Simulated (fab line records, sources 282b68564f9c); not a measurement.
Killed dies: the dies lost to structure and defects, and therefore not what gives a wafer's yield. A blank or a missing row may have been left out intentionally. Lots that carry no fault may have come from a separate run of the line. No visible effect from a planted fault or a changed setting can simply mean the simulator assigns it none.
A struck lot beside a sound one | flow rit cmos | 17 steps out of a route of 202
Sound: wafers L993.1, L993.5, L993.6. Wafers L100.1, L100.2, L100.6 were the ones struck. Last of all comes the cause.
Each step with rows lists, per side, the tool, then ch with its chambers, then its first start. Under that, the readings that differ: sound wafers | struck wafers | difference of the means | sigmas: that difference in standard deviations of wafers without a fault.
alike: same words and numbers on both sides, and readings whose means sit less than 2 such deviations apart. not compared: any withheld reading, any reading some wafer has no value for, any bound like >300 that may hide the same value, and any number with overlapping values for which the record gives no deviation.
Wherever a step has rows on one side only, a row that says differs or no value, or a row with sigmas, the two part there. Numbers that don't overlap but have no deviation are shown without sigmas and don't part them. Lack of a reading on every wafer of one side parts them only where that side has two or more wafers.

RIT_PWELL_TW_MEAS_10:
  sound on film metro-02, day 3 16:38; struck on film metro-04, day 5 03:55
  reading  | sound       | struck      | difference | sigmas
  PWELL_TW | 942 934 941 | 965 960 967 | +25        | +3
then, 1 step without rows for these wafers: RIT_WELLDRIVE_ANNEAL_00 (time 14700 s).
RIT_WELLDRIVE_RS_MEAS_01: measurement is done with a four-point probe.
  sound on film metro-04, day 3 21:46; struck on film metro-04, day 5 09:07
  alike: NWELL_RS
RIT_WELLDRIVE_RS_MEAS_02: measurement is done with a four-point probe.
  sound on film metro-04, day 3 21:53; struck on film metro-04, day 5 09:14
  alike: PWELL_RS
then, 6 steps without rows for these wafers: RIT_NRETRO_HMDS_00 (prime time 60 s); RIT_NRETRO_COAT_01 (resist thk 1300 nm); RIT_NRETRO_SOFTBAKE_02 (time 60 s); RIT_NRETRO_EXPOSE_03 (exposes mask M4, target cd 43900 nm); RIT_NRETRO_PEB_04; RIT_NRETRO_DEVELOP_05 (develop time 68 s).
RIT_NRETRO_OVL_MEAS_06:
  sound on overlay-02, day 3 22:53; struck on overlay-01, day 5 10:22
  alike: NRETRO_OVL
then, 1 step without rows for these wafers: RIT_NRETRO_HARDBAKE_07 (time 120 s).
RIT_NRETRO_IMPLANT_08:
  sound on implanter-04 ch 0, day 3 23:11; struck on implanter-04 ch 0, day 5 10:39
  reading            | sound                           | struck                           | difference  | sigmas
  dose ions cm2      | 1.0014e+13 1.002e+13 1.0033e+13 | 1.8763e+13 1.8757e+13 1.8744e+13 | +8.7323e+12 | +99 or more
  faraday current uA | 31.0 31.5 31.7                  | 59.2 59.3 56.9                   | +27.1       | +42
  alike: beam energy keV
RIT_NRETRO_STRIP_09: strips in O2, time 180 s.
  sound on plasma asher-03 ch 0,1, day 3 23:20; struck on plasma asher-01 ch 0,1, day 5 10:48
  alike: drypump motor current A, o2 flow sccm
  not compared: rf hours counter h
RIT_NRETRO_TW_MEAS_10:
  sound on film metro-02, day 3 23:30; struck on film metro-02, day 5 10:58
  reading   | sound          | struck         | difference | sigmas
  NRETRO_TW | 1033 1038 1034 | 1277 1284 1279 | +245       | +24
then, 1 step without rows for these wafers: RIT_PRETRO_HMDS_00 (prime time 60 s).
RIT_M1_PROBE_99:
  sound on prober-01, day 5 07:02; struck on prober-01, day 6 14:38
  reading                                | sound             | struck            | difference | sigmas
  killed short                           | 7 4 7             | 2 1 3             | -4         | -2
  model.etest.pmos_0p3.r on ohm um       | 6313 6080 6146    | 7504 7373 7424    | +1254      |
  model.etest.pmos turned.r on ohm um    | 3327 3217 3343    | 4469 4231 4276    | +1030      |
  model.etest.pmos_0p15.r on ohm um      | 2684 2603 2697    | 3381 3222 3320    | +646       |
  model.etest.pmos_0p15.drive ua um      | 260.5 272.8 262.3 | 190.7 196.8 193.2 | -71.6      |
  model.etest.pmos turned.drive ua um    | 194.3 207 195.1   | 123.4 132.9 130.4 | -69.9      |
  model.etest.pmos narrow.drive ua um    | 103.4 106.8 105.6 | 71.69 73.98 70.65 | -33.16     |
  model.etest.pmos_0p3.drive ua um       | 100.1 104.8 104.2 | 74.68 76.34 74.5  | -27.86     |
  model.etest.well edge left.line ohm um | 181.9 181.1 178.9 | 170.2 170.3 174.1 | -9.1       |
  alike: killed at contacts, killed at front end, killed dies, killed open

WHERE THEY PART
First at RIT_PWELL_TW_MEAS_10; last, within this record, at RIT_M1_PROBE_99.

WHY: the cause the simulator had injected
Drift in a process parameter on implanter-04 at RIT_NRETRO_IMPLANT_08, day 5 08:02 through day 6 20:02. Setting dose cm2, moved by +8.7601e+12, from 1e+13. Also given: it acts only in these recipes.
